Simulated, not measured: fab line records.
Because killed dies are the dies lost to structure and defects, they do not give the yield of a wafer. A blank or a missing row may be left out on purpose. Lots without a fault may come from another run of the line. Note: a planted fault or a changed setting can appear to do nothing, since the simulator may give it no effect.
One fault seen from 2 desks -- flow berkeley-cmos170 -- only its own numbers are on each desk; what lay behind them is given at the end

## THE METROLOGY DESK
Means of the sampled wafers that have a number, per lot and without regard to the tool the lot ran on: this is what the gauges read. If a lot's mean is further than 4 standard deviations from the usual mean, the lot is out of limits and carries the mark OUT (the distance appears in the brackets).
Columns: A = V1_POLISHED_THK at UCB170_V1_THK_MEAS_04, usual 999.8 nm
lot,first seen here,A
L447,day 9 09:09,1001.8
L449,day 9 10:29,999.1
L450,day 10 02:08,1000.1
L452,day 10 18:12,999.9
L451,day 10 20:43,998.9
L455,day 10 22:07,999.0
L453,day 10 23:23,1000.9
L456,day 11 07:08,1000.4
L461,day 11 18:42,1001.7
L460,day 11 20:41,1000.4
L459,day 11 22:01,1000.2
L458,day 11 22:01,1000.0
L464,day 12 16:40,1115.5 (+99 or more) OUT
Finding of this desk: L464 out of limits, first seen on L464 at day 12 16:40 (V1_POLISHED_THK at UCB170_V1_THK_MEAS_04). L447, L449, L450, L452, L451, L455, L453, L456, L461, L460, L459, L458: within limits.

## AT THE TOOL OWNER'S DESK: cmp-02
The tool's own readings at UCB170_V1_CMP_02 (polishes SiO2): means of the sampled wafers that have a number, for each lot that ran on this tool. If a lot's mean is further than 4 standard deviations from the usual mean, the lot is out of limits and carries the mark OUT (the distance appears in the brackets).
Columns: A = motor-current-A at UCB170_V1_CMP_02, usual 15.6 A
lot,first seen here,A
L449,day 9 10:04,15.8
L450,day 10 01:52,15.4
L452,day 10 17:49,15.0
L453,day 10 23:04,14.7
L456,day 11 06:46,15.6
L460,day 11 20:15,16.5
L458,day 11 21:38,15.0
L464,day 12 16:15,15.6
This desk's finding: nothing out of limits on any of the 8 lots.

## TAKEN TOGETHER
Metrology desk: alarm possible at day 12 16:40 on L464.
The tool owner's desk saw nothing out of limits.
On record at the tool owner's desk: L464, within its limits.
The lots listed all ran UCB170_V1_CMP_02 on cmp-02.

## WHAT THE SIMULATOR PUT IN
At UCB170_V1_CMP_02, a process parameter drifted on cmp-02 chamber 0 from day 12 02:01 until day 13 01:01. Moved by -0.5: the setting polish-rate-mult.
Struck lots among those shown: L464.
Hours from the fault's start to each desk's first reading out of limits: the metrology desk, 15.
